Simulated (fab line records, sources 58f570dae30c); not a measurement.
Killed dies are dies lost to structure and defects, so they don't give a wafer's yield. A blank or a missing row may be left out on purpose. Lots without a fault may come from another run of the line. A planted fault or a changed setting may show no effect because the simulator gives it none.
Chamber matching | flow berkeley_cmos170 | UCB170_V1_CMP_02 on cmp-02: 4 sister chambers
The step polishes SiO2. 8 wafers are shown with their chamber, then 8 later ones without.

WAFERS WITH THEIR CHAMBER
wafer  | chamber | motor_current_A (A) | edge_zone_pressure_frac
L567.3 | 3       | 17.4                | 1.006
L572.1 | 1       | 16.2                | 1.003
L572.3 | 2       | 16.9                | 0.993
L572.4 | 0       | 13.8                | 0.997
L579.1 | 2       | 15.8                | 0.990
L579.3 | 1       | 14.9                | 0.999
L579.4 | 3       | 17.2                | 0.993
L578.4 | 0       | 13.6                | 0.997

WAFERS WITHOUT THEIR CHAMBER
wafer  | motor_current_A (A) | edge_zone_pressure_frac
L578.5 | 15.1                | 0.995
L578.6 | 17.1                | 0.992
L575.2 | 17.1                | 1.005
L575.5 | 15.9                | 0.999
L575.6 | 17.9                | 1.007
L583.1 | 13.7                | 1.002
L583.2 | 16.9                | 1.009
L583.5 | 15.7                | 1.006

WHICH CHAMBER EACH WENT THROUGH
wafer  | from the rows above          | in truth
L578.5 | can't be placed: 1 or 2 or 0 | 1
L578.6 | can't be placed: 2 or 3 or 1 | 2
L575.2 | can't be placed: 3 or 1 or 2 | 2
L575.5 | can't be placed: 1 or 2 or 3 | 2
L575.6 | 3                            | 3
L583.1 | 0                            | 0
L583.2 | can't be placed: 3 or 1 or 2 | 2
L583.5 | can't be placed: 1 or 3      | 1
Placed correctly: 2 of 8. Can't be placed from these rows: 6 (the true chamber is among the candidates in 6). Placed wrongly: 0.
How it was worked out, from the rows above alone: a wafer's distance from a chamber is the root of the sum, over the readings, of the square of ((its reading less the chamber's mean) divided by the reading's scatter). The wafer belongs to the nearest chamber; if the next one is less than 2 further off, it can't be placed. A chamber's mean is the mean of its shown wafers. The scatter: the root of (the sum of the squares of (reading less its chamber's mean) over the shown wafers, divided by (wafers less chambers)).
